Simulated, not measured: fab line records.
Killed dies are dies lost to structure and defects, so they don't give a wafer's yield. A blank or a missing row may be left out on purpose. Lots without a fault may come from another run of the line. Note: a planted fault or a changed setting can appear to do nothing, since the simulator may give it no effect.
Which tool did it?	flow berkeley-cmos170	Sampling: 13 lots, 39 wafers, 5 of 331 route steps

## WHAT EACH GAUGE READ, for each wafer
UCB170_NSD_OVL_MEAS_07.
lot	measured	on	NSD_OVL (nm)
L678	day 6 15:36	overlay-02	6 8 5
L679	day 7 01:06	overlay-01	4 2 -1
L681	day 7 10:29	overlay-02	4 0 -5
L682	day 7 10:12	overlay-02	6 5 4
L686	day 8 10:03	overlay-02	12 7 4
L687	day 8 09:14	overlay-01	-2 -1 5
L691	day 9 03:19	overlay-01	11 2 3
L693	day 10 02:55	overlay-01	-2 4 4
L694	day 10 02:49	overlay-01	-6 -3 0
L697	day 10 06:50	overlay-02	-6 1 -1
L698	day 10 22:52	overlay-02	3 6 6
L700	day 11 13:44	overlay-02	-2 -4 10
L701	day 11 13:29	overlay-02	-2 0 2

UCB170_V1_THK_MEAS_01.
lot	measured	on	V1_TEOS_THK (nm)
L678	day 7 04:34	film-metro-01	1986 1955 2034
L679	day 7 15:16	film-metro-04	2022 2032 2019
L681	day 8 01:24	film-metro-04	1983 1994 2022
L682	day 8 01:23	film-metro-02	1978 1988 2008
L686	day 9 00:28	film-metro-02	1992 2038 2031
L687	day 9 00:28	film-metro-04	1990 2041 2041
L691	day 9 16:55	film-metro-04	1605 2001 2032
L693	day 10 16:08	film-metro-02	1983 1977 2020
L694	day 10 16:10	film-metro-01	2002 2053 2041
L697	day 10 20:54	film-metro-04	1986 1984 2032
L698	day 11 12:28	film-metro-04	1979 2005 2024
L700	day 12 03:48	film-metro-02	2017 2009 2010
L701	day 12 03:49	film-metro-04	1981 2042 1977

UCB170_M2_THK_MEAS_03: measures by xrf.
lot	measured	on	M2_AL_THK (nm)
L678	day 7 07:40	film-metro-01	902 891 907
L679	day 7 19:12	film-metro-04	888 902 886
L681	day 8 04:04	film-metro-03	893 891 897
L682	day 8 04:13	film-metro-01	892 892 897
L686	day 9 04:10	film-metro-01	888 887 883
L687	day 9 04:20	film-metro-01	883 881 885
L691	day 9 20:48	film-metro-01	901 897 900
L693	day 10 20:13	film-metro-01	898 899 899
L694	day 10 19:57	film-metro-03	896 885 894
L697	day 11 00:01	film-metro-03	906 907 903
L698	day 11 15:27	film-metro-04	910 904 918
L700	day 12 07:01	film-metro-01	919 908 917
L701	day 12 07:14	film-metro-04	888 915 906

## WHAT TOOL EACH LOT RAN ON (gives the tool, then ch and the chambers of the sampled wafers, and finally the start)
lot	UCB170_SPACER_ETCHBACK_03	UCB170_V1_CVD_00
L678	rie-diel-01 ch 2,3, day 6 12:10	pecvd-03 ch 0,2, day 7 04:20
L679	rie-diel-04 ch 0,2,3, day 6 21:10	pecvd-01 ch 0,1,2, day 7 15:07
L681	rie-diel-04 ch 1,2, day 7 04:41	pecvd-04 ch 0,2, day 8 01:14
L682	rie-diel-03 ch 0,1,3, day 7 04:41	pecvd-03 ch 0,1, day 8 01:14
L686	rie-diel-04 ch 0,1,3, day 8 06:23	pecvd-04 ch 1,2, day 9 00:18
L687	rie-diel-01 ch 0,2,3, day 8 06:23	pecvd-01 ch 0,2, day 9 00:18
L691	rie-diel-03 ch 1,2, day 8 21:35	pecvd-03 ch 0,1,2, day 9 16:45
L693	rie-diel-03 ch 0,2,3, day 9 22:34	pecvd-04 ch 1,2, day 10 15:59
L694	rie-diel-04 ch 2,3, day 9 22:34	pecvd-01 ch 0,2, day 10 15:59
L697	rie-diel-03 ch 0,1,2, day 10 03:58	pecvd-01 ch 0,1, day 10 20:44
L698	rie-diel-04 ch 0,2, day 10 19:25	pecvd-01 ch 0,1, day 11 12:18
L700	rie-diel-03 ch 2,3, day 11 05:37	pecvd-04 ch 1,2, day 12 03:38
L701	rie-diel-01 ch 0,1, day 11 05:37	pecvd-01 ch 0,1,2, day 12 03:38
- UCB170_SPACER_ETCHBACK_03: etches SiO2 in CHF3/CF4/Ar, stops on Si, target depth 376 nm, time 100 s.
- UCB170_V1_CVD_00: deposits SiO2 from TEOS/O2, target thk 2000 nm, time 250 s.

## WHAT THE TOOLS THEMSELVES READ (means of the sampled wafers that have a number; where no wafer has one, the mark that the record gives instead)
UCB170_SPACER_ETCHBACK_03.
lot	tool	drypump-motor-current-A (A)	oes-product-au (a.u.)	throttle-valve-pct (%)
L678	rie-diel-01	5.4	0.916	6.33
L679	rie-diel-04	5.3	0.918	6.44
L681	rie-diel-04	5.4	0.895	6.45
L682	rie-diel-03	5.9	0.894	6.33
L686	rie-diel-04	5.1	0.923	6.47
L687	rie-diel-01	5.5	0.922	6.41
L691	rie-diel-03	6.2	0.909	6.33
L693	rie-diel-03	5.8	0.909	6.37
L694	rie-diel-04	5.5	0.897	6.44
L697	rie-diel-03	5.8	0.895	6.34
L698	rie-diel-04	5.4	0.903	6.37
L700	rie-diel-03	6.2	0.897	6.36
L701	rie-diel-01	5.4	0.904	6.49

UCB170_V1_CVD_00.
lot	tool	heater-power-w (W)
L678	pecvd-03	267
L679	pecvd-01	228
L681	pecvd-04	344
L682	pecvd-03	298
L686	pecvd-04	324
L687	pecvd-01	249
L691	pecvd-03	276
L693	pecvd-04	311
L694	pecvd-01	212
L697	pecvd-01	262
L698	pecvd-01	277
L700	pecvd-04	349
L701	pecvd-01	257

## THE ANSWER, worked out from the rows above alone
Rule: what is usual is taken from the lots themselves. Put in order of their means at a reading, lots are off if they are a third of the lots or fewer, leave a main group of 4 or more, and stand apart from it by a gap of 3 or more times the standard deviation of the main group's means; of several such gaps the widest counts. A main group whose means are all the same, to the digits that the tables above print for the reading, isn't used. A lot without any number at a reading at which 4 lots or more have one is off too. Where the step has rows for the other lots, those lots are counted as sound. First the gauges in route order, then the tools' own readings, where a lot's mean is used as printed above. At the first step where some lot is off, the reading lying furthest off is the one used; lots without a number count as furthest.
Off: L691, at UCB170_V1_THK_MEAS_01 (V1_TEOS_THK). Mean 2008 nm and standard deviation 14 in the main group.
If a tool, at a process step before that reading, ran all the lots that are off and no sound lot after the first of them, it fits. Gauges at UCB170_V1_THK_MEAS_01: tried the same way as those tools. One fits: pecvd-03 at UCB170_V1_CVD_00. A fault onset in the window from L682 (day 8 01:14, its last sound lot) to L691 (day 9 16:45, its first lot off) fits.

## WHAT HAD BEEN PUT IN BY THE SIMULATOR
pecvd-03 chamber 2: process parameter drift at UCB170_V1_CVD_00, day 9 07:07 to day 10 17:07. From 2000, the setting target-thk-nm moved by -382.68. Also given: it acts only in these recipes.
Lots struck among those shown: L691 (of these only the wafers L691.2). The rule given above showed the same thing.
